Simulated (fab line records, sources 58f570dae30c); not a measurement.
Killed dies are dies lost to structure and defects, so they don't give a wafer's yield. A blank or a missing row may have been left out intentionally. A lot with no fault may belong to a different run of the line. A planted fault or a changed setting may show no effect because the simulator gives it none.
The tool behind it: which one? + flow berkeley_cmos170 + Sampling: 15 lots, 45 wafers, 3 of 331 route steps

WHAT EACH GAUGE READ, for each wafer
UCB170_GATE_CD_MEAS_90 targets a cd of 350 nm.
| lot  | measured     | on        | cd_nm (nm)        |
|------|--------------|-----------|-------------------|
| L253 | day 7 11:37  | cd_sem-02 | 351.7 351.7 351.3 |
| L254 | day 7 23:56  | cd_sem-01 | 347.4 350.6 347.2 |
| L257 | day 8 22:04  | cd_sem-01 | 352.2 350.3 349.2 |
| L255 | day 8 22:19  | cd_sem-02 | 349.3 348.6 349.7 |
| L256 | day 8 22:33  | cd_sem-01 | 347.0 350.4 348.8 |
| L260 | day 9 16:48  | cd_sem-01 | 350.9 349.7 351.8 |
| L259 | day 9 16:58  | cd_sem-02 | 347.8 347.8 347.3 |
| L263 | day 10 11:03 | cd_sem-02 | 348.2 350.3 350.5 |
| L261 | day 10 11:35 | cd_sem-01 | 354.4 351.1 351.5 |
| L265 | day 11 07:22 | cd_sem-01 | 349.4 352.4 349.8 |
| L266 | day 11 06:52 | cd_sem-02 | 351.6 350.8 350.0 |
| L264 | day 11 07:06 | cd_sem-02 | 350.7 347.8 351.5 |
| L268 | day 11 20:31 | cd_sem-02 | 348.5 351.9 351.8 |
| L267 | day 11 20:53 | cd_sem-01 | 350.7 349.2 350.2 |
| L276 | day 13 16:23 | cd_sem-02 | 351.4 351.6 350.4 |

UCB170_NLDD_TW_MEAS_11.
| lot  | measured     | on            | NLDD_TW        |
|------|--------------|---------------|----------------|
| L253 | day 7 15:36  | film_metro-01 | 2198 2203 2205 |
| L254 | day 8 05:43  | film_metro-02 | 2206 2204 2210 |
| L257 | day 9 02:29  | film_metro-02 | 2193 2200 2176 |
| L255 | day 9 02:48  | film_metro-02 | 2194 2182 2186 |
| L256 | day 9 03:07  | film_metro-02 | 2192 2200 2176 |
| L260 | day 9 20:18  | film_metro-01 | 2186 2178 2172 |
| L259 | day 9 20:37  | film_metro-02 | 2185 2194 2196 |
| L263 | day 10 14:53 | film_metro-02 | 2212 2218 2212 |
| L261 | day 10 16:49 | film_metro-02 | 2211 2219 2222 |
| L265 | day 11 14:47 | film_metro-03 | 2192 2185 2191 |
| L266 | day 11 12:42 | film_metro-03 | 2190 2193 2196 |
| L264 | day 11 14:29 | film_metro-01 | 2212 2220 2217 |
| L268 | day 12 00:40 | film_metro-02 | 2207 2202 2206 |
| L267 | day 12 01:44 | film_metro-01 | 2197 2193 2196 |
| L276 | day 13 19:52 | film_metro-01 | 2180 2178 2184 |

WHAT TOOL EACH LOT RAN ON (gives the tool, then ch and the chambers of the sampled wafers, and finally the start)
| lot  | UCB170_PVT_PEB_04                 |
|------|-----------------------------------|
| L253 | litho_track-03 ch 0, day 6 10:34  |
| L254 | litho_track-02 ch 0, day 7 01:26  |
| L257 | litho_track-03 ch 0, day 7 19:04  |
| L255 | litho_track-03 ch 0, day 7 19:20  |
| L256 | litho_track-03 ch 0, day 7 19:49  |
| L260 | litho_track-02 ch 0, day 8 20:02  |
| L259 | litho_track-01 ch 0, day 8 20:22  |
| L263 | litho_track-03 ch 0, day 9 12:48  |
| L261 | litho_track-02 ch 0, day 9 13:08  |
| L265 | litho_track-02 ch 0, day 10 09:25 |
| L266 | litho_track-03 ch 0, day 10 09:37 |
| L264 | litho_track-03, day 10 09:54      |
| L268 | litho_track-03, day 10 21:13      |
| L267 | litho_track-02, day 10 21:22      |
| L276 | litho_track-02 ch 0, day 12 22:34 |
- UCB170_PVT_PEB_04

AS READ BY THE TOOLS THEMSELVES (means over the sampled wafers that have a number; for cases with no such wafer, the mark the record gives instead)
UCB170_PVT_PEB_04.
| lot  | tool           | chill_plate_temp_C (C) | exhaust_pa (Pa) |
|------|----------------|------------------------|-----------------|
| L253 | litho_track-03 | 22.89                  | 46.4            |
| L254 | litho_track-02 | 22.98                  | 44.0            |
| L257 | litho_track-03 | 23.02                  | 45.5            |
| L255 | litho_track-03 | 22.95                  | 44.9            |
| L256 | litho_track-03 | 23.08                  | 44.8            |
| L260 | litho_track-02 | 23.01                  | 44.5            |
| L259 | litho_track-01 | 23.16                  | 45.5            |
| L263 | litho_track-03 | 22.98                  | 44.1            |
| L261 | litho_track-02 | 23.15                  | 45.3            |
| L265 | litho_track-02 | 22.93                  | 45.0            |
| L266 | litho_track-03 | 22.96                  | 46.0            |
| L264 | litho_track-03 | -                      | -               |
| L268 | litho_track-03 | -                      | -               |
| L267 | litho_track-02 | -                      | -               |
| L276 | litho_track-02 | 22.94                  | 43.3            |

THE ANSWER, worked out from the rows above alone
Rule: what is usual is taken from the lots themselves. Put in order of their means at a reading, lots are off if they are a third of the lots or fewer, leave a main group of 4 or more, and stand apart from it by a gap of 3 or more times the standard deviation of the main group's means; of several such gaps the widest counts. Not used: any main group whose means are identical at the precision the tables above print for the reading. Also off: a lot with no number at a reading for which 4 or more lots have one. All remaining lots with rows at the step are treated as sound. The gauges are gone through in route order, then the tools' own readings, and for those a lot's mean is taken as printed above. The first step at which some lot is off is used, and at that step the reading that is off furthest; a lot without a number counts as furthest.
Off at UCB170_PVT_PEB_04 (chill_plate_temp_C): L264, L268, L267. Without a number there: L264, L268, L267. Mean 23.00 C and standard deviation 0.082 in the main group.
A tool fits if, at that step or a process step before it, it ran every lot that is off, and no sound lot after the first of them. Of those tried, none fits.

WHAT THE SIMULATOR HAD INSERTED
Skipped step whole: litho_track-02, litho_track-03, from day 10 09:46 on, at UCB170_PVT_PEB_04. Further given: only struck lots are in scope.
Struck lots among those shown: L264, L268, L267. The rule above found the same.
